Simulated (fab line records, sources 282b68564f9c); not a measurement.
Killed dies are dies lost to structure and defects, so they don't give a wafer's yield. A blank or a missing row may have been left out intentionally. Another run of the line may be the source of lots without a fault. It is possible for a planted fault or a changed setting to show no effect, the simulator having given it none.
Split-lot study ; flow rit-cmos ; 23 wafers read from 5 lots, route of 202 steps

ON THE SPLIT
At RIT_FOX2_OXIDATION_00 (target thk 350.7 nm, ox time 1130 s), the setting temp-c was moved away from the recipe's 1100 C on 15 of the 23 wafers read, by -1.8% to +2.9%. All remaining wafers had this setting at the recipe value.

FROM THE SPLIT TO THE READING: what the file shows between them, 16 steps
- RIT_FOX2_THK_MEAS_01
- RIT_FOX2_CLEAN_02: cleans in dHF, time 180 s
- RIT_FOX2_WET_ETCH_03: etches Si3N4 in H3PO4, target depth 195 nm, time 2700 s
- RIT_FOX2_THK_MEAS_90
- RIT_PWELL_COAT_01: resist thk 1300 nm (also split here: resist-thk-nm)
- RIT_PWELL_SOFTBAKE_02: time 60 s
- RIT_PWELL_EXPOSE_03: exposes mask M3, target cd 43700 nm
- RIT_PWELL_DEVELOP_05: develop time 68 s
- RIT_PWELL_HARDBAKE_07: time 120 s
- RIT_NRETRO_SOFTBAKE_02: time 60 s (also split here: temp-c)
- RIT_PRETRO_COAT_01: resist thk 1300 nm (also split here: resist-thk-nm)
- RIT_PRETRO_HARDBAKE_07: time 120 s (also split here: temp-c)
- RIT_GATE_CLEAN_01: cleans in SC1, time 600 s (also split here: time-s)
- RIT_GATE_CLEAN_02: cleans in dHF, time 30 s
- RIT_GATE_CLEAN_03: cleans in SC2, time 600 s
- RIT_GATE_CLEAN_04: cleans in dHF, time 60 s

THE READING
Values of FIELD_OXIDE_LEFT_2_THK in nm from RIT_FOX2_THK_MEAS_91. On this fab line, fault-free wafers typically give 256 nm with a standard deviation of 6.6 nm.

wafer;tool, chamber at the split;temp-c as run, C;against the recipe;FIELD_OXIDE_LEFT_2_THK, nm;against lot-mates on the recipe
L076.1;furnace-04, 0;1100;recipe;258;-
L076.4;furnace-04, 0;1100;recipe;258;-
L076.5;furnace-04, 0;1100;recipe;258;-
L079.2;-, -;1100;recipe;251;-
L079.3;-, -;1100;recipe;251;-
L079.4;-, -;1100;recipe;252;-
L079.5;-, -;1100;recipe;250;-
L079.6;-, -;1100;recipe;254;-
L081.1;-, -;1080;-1.8%;227;no lot-mate on the recipe
L081.3;-, -;1080;-1.8%;228;no lot-mate on the recipe
L081.4;-, -;1080;-1.8%;230;no lot-mate on the recipe
L081.5;-, -;1080;-1.8%;226;no lot-mate on the recipe
L081.6;-, -;1080;-1.8%;225;no lot-mate on the recipe
L082.1;-, -;1132;+2.9%;308;no lot-mate on the recipe
L082.3;-, -;1132;+2.9%;304;no lot-mate on the recipe
L082.4;-, -;1132;+2.9%;300;no lot-mate on the recipe
L082.5;-, -;1132;+2.9%;305;no lot-mate on the recipe
L082.6;-, -;1132;+2.9%;301;no lot-mate on the recipe
L084.1;-, -;1085;-1.4%;243;no lot-mate on the recipe
L084.3;-, -;1085;-1.4%;242;no lot-mate on the recipe
L084.4;-, -;1085;-1.4%;243;no lot-mate on the recipe
L084.5;-, -;1085;-1.4%;248;no lot-mate on the recipe
L084.6;-, -;1085;-1.4%;245;no lot-mate on the recipe

THE FIT
A straight line over all 23 wafers: FIELD_OXIDE_LEFT_2_THK changes by +15.2 nm for each +1% of temp-c; r = +0.98; the points scatter about the line by 5.3 nm.
Too few moved wafers with a lot-mate on the recipe to fit a line net of each lot's own level.

THE WHOLE CHAIN: every reading that the file lists as answering this split, in the file's order
step;what it does;reading;change (the file's fit);r (the file's)
RIT_FOX2_OXIDATION_00;target thk 350.7 nm, ox time 1130 s;SiO2_of_FOX2_OXIDATION_00.thk-nm (the simulator's own value, which no gauge read);+15.3 nm for each +1% of the setting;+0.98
RIT_FOX2_THK_MEAS_01;;FOX2_OXIDE_THK;+15.3 for each +1% of the setting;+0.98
RIT_FOX2_THK_MEAS_90;;FIELD_OXIDE_LEFT_1_THK;+15.3 for each +1% of the setting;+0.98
RIT_FOX2_THK_MEAS_91;;FIELD_OXIDE_LEFT_2_THK;+15.2 for each +1% of the setting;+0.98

FILE'S OWN FIT
FIELD_OXIDE_LEFT_2_THK changes by +15.2 nm for each +1% of temp-c, r = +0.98.
